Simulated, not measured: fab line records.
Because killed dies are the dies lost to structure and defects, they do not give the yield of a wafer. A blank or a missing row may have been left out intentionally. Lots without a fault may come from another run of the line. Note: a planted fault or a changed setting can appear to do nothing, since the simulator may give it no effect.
Struck lot and sound lot, side by side | flow rit cmos | 17 steps out of a route of 202
Sound: wafers L200.3, L200.4, L200.6. Struck: wafers L203.2, L203.5, L203.6. The cause is named last.
Each step with rows lists, per side, the tool, then ch with its chambers, then its first start. Under that, the readings that differ: sound wafers | struck wafers | difference of the means | sigmas: that difference in standard deviations of wafers without a fault.
alike: readings whose means differ by less than 2 such deviations, and words and numbers that are the same on both sides. not compared: withheld readings, readings that some wafer has no value for, bounds like >300 that may hide the same value, and numbers for which the record gives no deviation and whose values overlap.
Wherever a step has rows on one side only, a row that says differs or no value, or a row with sigmas, the two part there. Numbers that have no deviation but don't overlap get no sigmas and don't part them. Lack of a reading on every wafer of one side parts them only where that side has two or more wafers.

first, 4 steps without rows for these wafers: RIT_NWELL_SOFTBAKE_02 (time 60 s); RIT_NWELL_EXPOSE_03 (exposes mask M2, target cd 43900 nm); RIT_NWELL_PEB_04; RIT_NWELL_DEVELOP_05 (develop time 68 s).
RIT_NWELL_OVL_MEAS_06:
  struck on overlay-01, day 3 12:40; sound on overlay-01, day 2 23:59
  alike: NWELL_OVL
then, 2 steps without rows for these wafers: RIT_NWELL_HARDBAKE_07 (time 120 s); RIT_NWELL_IMPLANT_08.
RIT_NWELL_STRIP_09: strips in O2, time 180 s.
  sound on plasma asher-04 ch 0,1, day 3 00:28; struck on plasma asher-04 ch 0,1, day 3 13:06
  alike: drypump motor current A
  not compared: rf hours counter h
RIT_NWELL_TW_MEAS_10:
  struck on film metro-02, day 3 13:17; sound on film metro-03, day 3 00:36
  alike: NWELL_TW
then, 3 steps without rows for these wafers: RIT_PWELL_HMDS_00 (prime time 60 s); RIT_PWELL_COAT_01 (resist thk 1300 nm); RIT_PWELL_SOFTBAKE_02 (time 60 s).
RIT_PWELL_EXPOSE_03: exposes mask M3, target cd 43700 nm.
  sound on iline stepper-02 ch 0, day 3 01:19; struck on iline stepper-01 ch 0, day 3 14:01
  reading                       | sound                | struck         | difference | sigmas
  model.PWELL.overlay x nm (nm) | 0.4891 0.4891 0.4891 | 6217 6217 6217 | +6217      |
  alike: mask
then, 2 steps without rows for these wafers: RIT_PWELL_PEB_04; RIT_PWELL_DEVELOP_05 (develop time 68 s).
RIT_PWELL_OVL_MEAS_06:
  struck on overlay-02, day 3 14:40; sound on overlay-01, day 3 01:44
  reading        | sound        | struck | difference                    | sigmas
  PWELL_OVL (nm) | 1.0 -0.3 0.2 | - - -  | no value on the struck wafers |
  not compared: hold
then, 1 step without rows for these wafers: RIT_M1_PROBE_99.

WHERE THEY PART
At RIT_PWELL_OVL_MEAS_06 and nowhere else, as far as this record goes.

WHY: the cause the simulator had injected
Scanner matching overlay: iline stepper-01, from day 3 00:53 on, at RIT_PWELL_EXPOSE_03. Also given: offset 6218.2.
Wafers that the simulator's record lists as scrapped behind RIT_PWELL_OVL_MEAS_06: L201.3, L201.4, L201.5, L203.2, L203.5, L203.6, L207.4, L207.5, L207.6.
